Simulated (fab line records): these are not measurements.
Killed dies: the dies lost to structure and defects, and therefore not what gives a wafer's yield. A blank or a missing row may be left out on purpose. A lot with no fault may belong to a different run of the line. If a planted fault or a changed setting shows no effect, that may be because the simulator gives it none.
Chamber matching / flow berkeley cmos170 / pecvd-01 running UCB170_SPACER_CVD_00: 3 sister chambers
The step deposits SiO2 from TEOS/O2, target thk 376 nm, time 47 s. 6 wafers are shown with their chamber, then 7 later ones without.

WAFERS, EACH WITH ITS CHAMBER
wafer=L207.6; chamber=2; heater power w (W)=321
wafer=L215.1; chamber=2; heater power w (W)=293
wafer=L219.2; chamber=0; heater power w (W)=214
wafer=L219.6; chamber=1; heater power w (W)=211
wafer=L222.3; chamber=0; heater power w (W)=264
wafer=L222.4; chamber=1; heater power w (W)=206

WAFERS WITH NO CHAMBER GIVEN
wafer=L222.5; heater power w (W)=304
wafer=L224.2; heater power w (W)=232
wafer=L224.4; heater power w (W)=237
wafer=L224.6; heater power w (W)=249
wafer=L226.1; heater power w (W)=288
wafer=L226.2; heater power w (W)=252
wafer=L226.4; heater power w (W)=324

EACH ONE'S CHAMBER
wafer=L222.5; from the rows above=2; in truth=2
wafer=L224.2; from the rows above=can't be placed: 0 or 1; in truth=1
wafer=L224.4; from the rows above=can't be placed: 0 or 1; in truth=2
wafer=L224.6; from the rows above=can't be placed: 0 or 1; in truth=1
wafer=L226.1; from the rows above=can't be placed: 2 or 0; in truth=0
wafer=L226.2; from the rows above=can't be placed: 0 or 1 or 2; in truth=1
wafer=L226.4; from the rows above=2; in truth=2
2 of 7 placed correctly. Can't be placed from these rows: 5 (the true chamber is among the candidates in 4). Wrongly placed: 0.
How it was worked out, from the rows above alone: a wafer's distance from a chamber is the root of the sum, over the readings, of the square of ((its reading less the chamber's mean) divided by the reading's scatter). If the next closest chamber is less than 2 further off than the closest, the wafer can't be placed; otherwise it belongs to the closest. A chamber's mean is the mean of its shown wafers. The scatter: take each reading less its chamber's mean, square it, sum over the shown wafers, divide by the number of wafers less the number of chambers, and take the root.
